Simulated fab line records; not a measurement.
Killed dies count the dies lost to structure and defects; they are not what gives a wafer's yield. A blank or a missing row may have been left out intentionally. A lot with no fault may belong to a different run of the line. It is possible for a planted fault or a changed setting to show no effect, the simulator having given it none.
Tool commonality check / flow berkeley cmos170 / Lots sampled 13, wafers sampled 39

THE REASON FOR OPENING IT
At UCB170_NLDD_CD_MEAS_06 the reading cd nm is flagged on 1 of 13 lots. Fault-free wafers read 1200.0 nm, with a standard deviation of 1.5.
Rule: a lot gets a flag if all its wafers with a number sit over 4 standard deviations from that mean, or if no wafer of it has a number. All remaining lots are regarded as sound.

lot=L494; measured=day 7 18:57; on=cd sem-01; cd nm (nm), wafer by wafer=1200.0 1199.9 1202.0; flag=
lot=L495; measured=day 8 02:57; on=cd sem-02; cd nm (nm), wafer by wafer=1199.9 1199.8 1199.5; flag=
lot=L499; measured=day 8 14:23; on=cd sem-02; cd nm (nm), wafer by wafer=1198.5 1197.0 1197.3; flag=
lot=L497; measured=day 8 14:47; on=cd sem-01; cd nm (nm), wafer by wafer=1199.3 1198.3 1198.1; flag=
lot=L502; measured=day 9 04:44; on=cd sem-01; cd nm (nm), wafer by wafer=1199.7 1202.0 1200.8; flag=
lot=L501; measured=day 9 04:46; on=cd sem-02; cd nm (nm), wafer by wafer=1200.8 1201.0 1201.0; flag=
lot=L500; measured=day 9 05:19; on=cd sem-01; cd nm (nm), wafer by wafer=960.1 959.4 958.0; flag=FLAGGED
lot=L503; measured=day 9 13:02; on=cd sem-01; cd nm (nm), wafer by wafer=1200.1 1199.6 1197.0; flag=
lot=L506; measured=day 10 04:31; on=cd sem-02; cd nm (nm), wafer by wafer=1201.4 1200.0 1200.5; flag=
lot=L507; measured=day 10 19:32; on=cd sem-01; cd nm (nm), wafer by wafer=1199.3 1197.2 1198.5; flag=
lot=L514; measured=day 12 07:14; on=cd sem-01; cd nm (nm), wafer by wafer=1199.8 1201.7 1202.1; flag=
lot=L512; measured=day 12 08:23; on=cd sem-02; cd nm (nm), wafer by wafer=1201.6 1201.1 1199.7; flag=
lot=L513; measured=day 12 09:14; on=cd sem-01; cd nm (nm), wafer by wafer=1200.5 1198.5 1200.1; flag=
Averaged over the flagged lots the numbers come to 959.2 nm, -240.8 nm from the usual (-99 or more standard deviations).

WHICH TOOL EACH LOT WENT THROUGH
Before the reading, the record contains 2 process steps out of a 331-step route. Each cell gives the tool, then ch followed by the chambers the sampled wafers passed through, then the start.
lot=L494; flag=; UCB170_GATE_ETCH_15=rie si-02 ch 0,1,2, day 7 15:08; UCB170_NLDD_EXPOSE_03=krf scanner-02 ch 0, day 7 18:34
lot=L495; flag=; UCB170_GATE_ETCH_15=rie si-01 ch 0,1,2, day 7 23:27; UCB170_NLDD_EXPOSE_03=krf scanner-01 ch 0, day 8 02:34
lot=L499; flag=; UCB170_GATE_ETCH_15=rie si-02 ch 1,2,3, day 8 09:56; UCB170_NLDD_EXPOSE_03=krf scanner-02 ch 0, day 8 13:20
lot=L497; flag=; UCB170_GATE_ETCH_15=rie si-02 ch 1,2,3, day 8 10:29; UCB170_NLDD_EXPOSE_03=krf scanner-01 ch 0, day 8 13:50
lot=L502; flag=; UCB170_GATE_ETCH_15=rie si-01 ch 0,1,2, day 9 00:18; UCB170_NLDD_EXPOSE_03=krf scanner-02 ch 0, day 9 03:56
lot=L501; flag=; UCB170_GATE_ETCH_15=rie si-02 ch 1,2,3, day 9 00:26; UCB170_NLDD_EXPOSE_03=krf scanner-01 ch 0, day 9 04:10
lot=L500; flag=FLAGGED; UCB170_GATE_ETCH_15=rie si-01 ch 0,3, day 9 00:30; UCB170_NLDD_EXPOSE_03=krf scanner-02 ch 0, day 9 04:37
lot=L503; flag=; UCB170_GATE_ETCH_15=rie si-02 ch 0,1, day 9 09:58; UCB170_NLDD_EXPOSE_03=krf scanner-02 ch 0, day 9 12:39
lot=L506; flag=; UCB170_GATE_ETCH_15=rie si-02 ch 0,2,3, day 10 00:44; UCB170_NLDD_EXPOSE_03=krf scanner-02 ch 0, day 10 04:07
lot=L507; flag=; UCB170_GATE_ETCH_15=rie si-02 ch 0,1, day 10 14:23; UCB170_NLDD_EXPOSE_03=krf scanner-02 ch 0, day 10 19:08
lot=L514; flag=; UCB170_GATE_ETCH_15=rie si-02 ch 0,1,2, day 12 03:58; UCB170_NLDD_EXPOSE_03=krf scanner-01 ch 0, day 12 06:51
lot=L512; flag=; UCB170_GATE_ETCH_15=rie si-01 ch 1,2, day 12 04:14; UCB170_NLDD_EXPOSE_03=krf scanner-02 ch 0, day 12 07:20
lot=L513; flag=; UCB170_GATE_ETCH_15=rie si-01 ch 0,1,3, day 12 04:31; UCB170_NLDD_EXPOSE_03=krf scanner-01 ch 0, day 12 08:23
What these steps do:
- UCB170_GATE_ETCH_15: etches poly-Si in HBr/Cl2, stops on SiO2, time 56.3 s, target depth 278.2 nm.
- UCB170_NLDD_EXPOSE_03: exposes mask NSELECT, target cd 1200 nm.
- UCB170_NLDD_CD_MEAS_06: target cd 1200 nm.

FLAGGED OVER TOTAL, TOOL BY TOOL (the gauges that took the reading come last)
step=UCB170_GATE_ETCH_15; tool=rie si-01; lots run=5; flagged=1; share of the flagged lots=all; sound lots run after its first flagged lot=2 (L512,L513)
step=UCB170_GATE_ETCH_15; tool=rie si-02; lots run=8; flagged=0; share of the flagged lots=none; sound lots run after its first flagged lot=-
step=UCB170_NLDD_EXPOSE_03; tool=krf scanner-01; lots run=5; flagged=0; share of the flagged lots=none; sound lots run after its first flagged lot=-
step=UCB170_NLDD_EXPOSE_03; tool=krf scanner-02; lots run=8; flagged=1; share of the flagged lots=all; sound lots run after its first flagged lot=4 (L503,L506,L507,L512)
step=UCB170_NLDD_CD_MEAS_06; tool=cd sem-01; lots run=8; flagged=1; share of the flagged lots=all; sound lots run after its first flagged lot=4 (L503,L507,L514,L513)
step=UCB170_NLDD_CD_MEAS_06; tool=cd sem-02; lots run=5; flagged=0; share of the flagged lots=none; sound lots run after its first flagged lot=-

WHAT THE TABLE ALLOWS
Rows of the table that ran every flagged lot, 3 in all: rie si-01 at UCB170_GATE_ETCH_15, krf scanner-02 at UCB170_NLDD_EXPOSE_03, cd sem-01 at UCB170_NLDD_CD_MEAS_06.
- rie si-01 at UCB170_GATE_ETCH_15 ran 5 lots, 1 of them flagged. After the first flagged lot (L512, L513), sound lots still ran on it; a lasting fault on the whole tool would not permit that.
- krf scanner-02 at UCB170_NLDD_EXPOSE_03 ran 8 lots, 1 of them flagged. After the first flagged lot (L503, L506, L507, L512), sound lots still ran on it; a lasting fault on the whole tool would not permit that.
- cd sem-01 at UCB170_NLDD_CD_MEAS_06 ran 8 lots, 1 of them flagged. After the first flagged lot (L503, L507, L514, L513), sound lots still ran on it; a lasting fault on the whole tool would not permit that.
There is no row in the table that ran each flagged lot and no sound lot after the first.

WHAT THE SIMULATOR HAD INSERTED
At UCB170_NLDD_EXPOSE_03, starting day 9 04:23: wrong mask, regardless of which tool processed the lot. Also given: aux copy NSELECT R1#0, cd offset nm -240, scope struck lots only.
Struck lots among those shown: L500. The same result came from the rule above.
